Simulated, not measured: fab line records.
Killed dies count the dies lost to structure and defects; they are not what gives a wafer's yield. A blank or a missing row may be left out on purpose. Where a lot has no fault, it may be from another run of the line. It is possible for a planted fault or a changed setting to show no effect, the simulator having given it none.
Matching of chambers | flow berkeley_cmos170 | UCB170_V2_CMP_02 on cmp-02 has 4 sister chambers
The step polishes SiO2. 14 wafers are shown with their chamber, then 7 later ones without.

## EACH WAFER AND ITS CHAMBER
wafer  | chamber | motor_current_A (A)
L692.2 | 0       | 14.6
L692.5 | 0       | 14.4
L692.6 | 3       | 18.9
L697.1 | 2       | 15.7
L697.3 | 3       | 19.7
L697.4 | 1       | 16.4
L705.1 | 1       | 16.2
L705.2 | 0       | 13.9
L705.5 | 2       | 15.6
L704.1 | 2       | 15.9
L704.5 | 2       | 16.3
L704.6 | 1       | 17.4
L707.1 | 0       | 14.5
L707.2 | 2       | 16.1

SIGNATURES, as means of the wafers listed above
reading         | chamber 0 | chamber 1 | chamber 2 | chamber 3 | scatter within a chamber
motor_current_A | 14.350    | 16.667    | 15.920    | 19.300    | 0.42
Rule: a wafer's distance from a chamber is the root of the sum, over the readings, of the square of ((its reading less the chamber's mean) divided by the reading's scatter). The wafer belongs to the nearest chamber; if the next one is less than 2 further off, it can't be placed. The scatter: take each reading less its chamber's mean, square it, sum over the shown wafers, divide by the number of wafers less the number of chambers, and take the root.

## WAFERS WHOSE CHAMBER IS MISSING
wafer  | motor_current_A (A)
L707.6 | 16.2
L709.3 | 20.1
L709.5 | 18.6
L709.6 | 14.9
L711.3 | 14.1
L711.4 | 19.2
L711.6 | 14.8

## THE CHAMBER EACH PASSED THROUGH
wafer  | from the rows above     | in truth
L707.6 | can't be placed: 2 or 1 | 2
L709.3 | 3                       | 3
L709.5 | 3                       | 3
L709.6 | can't be placed: 0 or 2 | 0
L711.3 | 0                       | 0
L711.4 | 3                       | 3
L711.6 | can't be placed: 0 or 2 | 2
Correct placement for 4 of the 7. Can't be placed from these rows: 3 (the true chamber is among the candidates in 3). 0 placed wrongly.
